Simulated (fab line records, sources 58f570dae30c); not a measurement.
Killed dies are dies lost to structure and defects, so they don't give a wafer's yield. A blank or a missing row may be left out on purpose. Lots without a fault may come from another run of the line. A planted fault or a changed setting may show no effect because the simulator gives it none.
One fault seen from 2 desks | flow berkeley_cmos170 | each desk has only its own numbers; what lay behind them comes last

THE TOOL OWNER'S DESK: rtp_anneal-01
The tool's own readings at UCB170_SDANNEAL_RTA_01 (time 5 s): means of the sampled wafers that have a number, for each lot that ran on this tool. A lot is out of limits, marked OUT, if its mean lies more than 4 standard deviations from the usual mean; the brackets give that distance.
Columns: A = lamp_power_pct at UCB170_SDANNEAL_RTA_01, usual 41.3 %; B = wafer_temp_C_max at UCB170_SDANNEAL_RTA_01, usual 1054.4
lot  | first seen here | A    | B
L584 | day 6 18:43     | 42.1 | 1056.3
L587 | day 7 07:26     | 42.1 | 1056.8
L591 | day 8 13:48     | 42.1 | 1055.3
L593 | day 8 15:16     | 42.1 | 1055.6
This desk's finding: nothing out of limits on any of the 4 lots.

THE METROLOGY DESK
What the gauges read, lot by lot, whatever tool the lot ran on: means of the sampled wafers that have a number. A lot is out of limits, marked OUT, if its mean lies more than 4 standard deviations from the usual mean; the brackets give that distance.
Columns: A = PSD_RS at UCB170_SDANNEAL_RS_MEAS_02, usual 75.57 ohm/sq; B = NSD_RS at UCB170_SDANNEAL_RS_MEAS_03, usual 37.29 ohm/sq; C = PLDD_RS at UCB170_SDANNEAL_RS_MEAS_04, usual 1032.0 ohm/sq
lot  | first seen here | A                        | B               | C
L584 | day 6 18:47     | 75.69                    | 37.31           | 1032.4
L583 | day 6 19:29     | 75.26                    | 37.31           | 1032.3
L585 | day 6 19:41     | 76.19                    | 37.20           | 1031.7
L586 | day 7 07:19     | 75.83                    | 37.29           | 1030.2
L587 | day 7 07:31     | 75.50                    | 37.42           | 1036.4
L591 | day 8 13:53     | 104.94 (+99 or more) OUT | 40.64 (+40) OUT | 1047.1 (+6.3) OUT
L593 | day 8 15:20     | 104.57 (+99 or more) OUT | 40.62 (+40) OUT | 1051.6 (+8.2) OUT
L597 | day 9 13:32     | 76.00                    | 37.29           | 1035.0
L599 | day 9 18:58     | 75.41                    | 37.38           | 1029.7
L598 | day 9 19:28     | 75.90                    | 37.23           | 1031.1
L601 | day 10 05:54    | 75.48                    | 37.17           | 1029.9
L605 | day 11 04:53    | 75.69                    | 37.17           | 1031.4
L604 | day 11 05:29    | 75.42                    | 37.32           | 1033.7
This desk's finding: out of limits on L591, L593; first on L591, day 8 13:53 (PSD_RS at UCB170_SDANNEAL_RS_MEAS_02). In limits: L584, L583, L585, L586, L587, L597, L599, L598, L601, L605, L604.

PUT TOGETHER
The metrology desk could have raised an alarm at day 8 13:53, on L591, L593.
The tool owner's desk saw nothing out of limits.
The tool owner's desk has L591, L593 on record, within its limits.
Of the lots named, all ran UCB170_SDANNEAL_RTA_01 on rtp_anneal-01.

WHAT THE SIMULATOR HAD PUT IN
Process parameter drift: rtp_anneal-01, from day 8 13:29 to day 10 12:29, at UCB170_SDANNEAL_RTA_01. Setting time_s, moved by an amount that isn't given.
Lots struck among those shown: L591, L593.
Hours from the fault's start to each desk's first reading out of limits: the metrology desk, 0.
